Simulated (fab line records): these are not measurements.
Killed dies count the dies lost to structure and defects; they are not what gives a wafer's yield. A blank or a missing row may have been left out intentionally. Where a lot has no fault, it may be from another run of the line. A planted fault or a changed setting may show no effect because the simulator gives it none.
Split-lot study	flow rit-cmos	on a route of 202 steps: 5 lots, 23 wafers read

== ABOUT THE SPLIT ==
At RIT_PSD_IMPLANT_08, the setting dose-cm2 was moved away from the recipe's 5e+15 on 6 of the 23 wafers read, by -6.6% to +5.7%. This setting was run at the recipe's value on the other wafers.

== FROM THE SPLIT TO THE READING: what the file shows between them, 3 steps ==
- RIT_PSD_STRIP_09: strips in O2, time 180 s
- RIT_SDANNEAL_CLEAN_02: cleans in SC2, time 600 s
- RIT_SDANNEAL_RTA_03: time 5 s

== THE READING ==
At RIT_SDANNEAL_RS_MEAS_04, a four-point-probe measurement gives PSD_RS in ohm/sq. Fault-free wafers of this fab line usually give 115.87 ohm/sq, standard deviation 0.25 ohm/sq.

wafer	tool, chamber at the split	dose-cm2 as run	against the recipe	PSD_RS, ohm/sq	against lot-mates on the recipe
L077.1	implanter-04, 0	5e+15	recipe	116.11	-
L077.2	implanter-04, 0	5e+15	recipe	116.10	-
L077.3	implanter-04, 0	5e+15	recipe	116.26	-
L077.4	implanter-04, 0	5e+15	recipe	115.88	-
L077.6	implanter-04, 0	5e+15	recipe	115.97	-
L078.1	implanter-03, 0	5e+15	recipe	115.42	-
L078.3	implanter-03, 0	5e+15	recipe	115.77	-
L078.5	implanter-03, 0	5e+15	recipe	115.49	-
L079.2	implanter-04, 0	4.671e+15	-6.6%	116.22	+0.44
L079.3	implanter-04, 0	5e+15	recipe	115.65	-
L079.4	implanter-04, 0	5e+15	recipe	115.94	-
L079.5	implanter-04, 0	4.671e+15	-6.6%	116.63	+0.85
L079.6	implanter-04, 0	5e+15	recipe	115.76	-
L081.1	implanter-02, 0	5e+15	recipe	115.69	-
L081.2	implanter-02, 0	5e+15	recipe	115.74	-
L081.4	implanter-02, 0	5.287e+15	+5.7%	115.03	-0.71
L081.5	implanter-02, 0	5.287e+15	+5.7%	114.87	-0.87
L081.6	implanter-02, 0	5e+15	recipe	115.80	-
L084.1	implanter-03, 0	5e+15	recipe	115.96	-
L084.2	implanter-03, 0	5.198e+15	+4.0%	115.77	-0.08
L084.3	implanter-03, 0	5e+15	recipe	115.87	-
L084.4	implanter-03, 0	5.198e+15	+4.0%	115.42	-0.43
L084.5	implanter-03, 0	5e+15	recipe	115.71	-

FIT RESULTS
A straight line over all 23 wafers: PSD_RS changes by -0.107 ohm/sq for each +1% of dose-cm2; r = -0.80; the points scatter about the line by 0.23 ohm/sq.
The same after taking each lot's own level away (the mean of its wafers on the recipe; 23 wafers): -0.106 ohm/sq for each +1%; r = -0.89; scatter 0.16 ohm/sq.
The reading moves by 0.7 ohm/sq for the largest change in dose-cm2, on that fit.
The span of the lots' own levels, 115.560 to 116.064 ohm/sq, comes to 2.0 times the standard deviation stated above.
Hence the lot-to-lot level has little effect on the slope; both slopes agree.
Check: +0.802 ohm/sq against its lot-mates is what the line predicts for one of the wafers moved furthest among these (-6.6%) when that wafer is left out of the fit. Against them it came out at +0.437 ohm/sq.

== ADDITIONAL SPLITS CARRIED BY THESE WAFERS ==
These wafers also went through other splits before the reading. Each is held against what the fit with the lots' levels taken away leaves over:
other split on the same wafers	wafers away from the commonest value	r with PSD_RS (lot level and that fit taken away)
RIT_NLDD_COAT_01 resist-thk-nm	11	-0.01
RIT_PLDD_SOFTBAKE_02 temp-c	4	+0.58
RIT_SPACER_ETCHBACK_05 time-s	10	+0.19
RIT_PSD_COAT_01 resist-thk-nm	6	-0.25

== FILE'S OWN FIT ==
PSD_RS changes by -0.106 ohm/sq for each +1% of dose-cm2, r = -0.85.
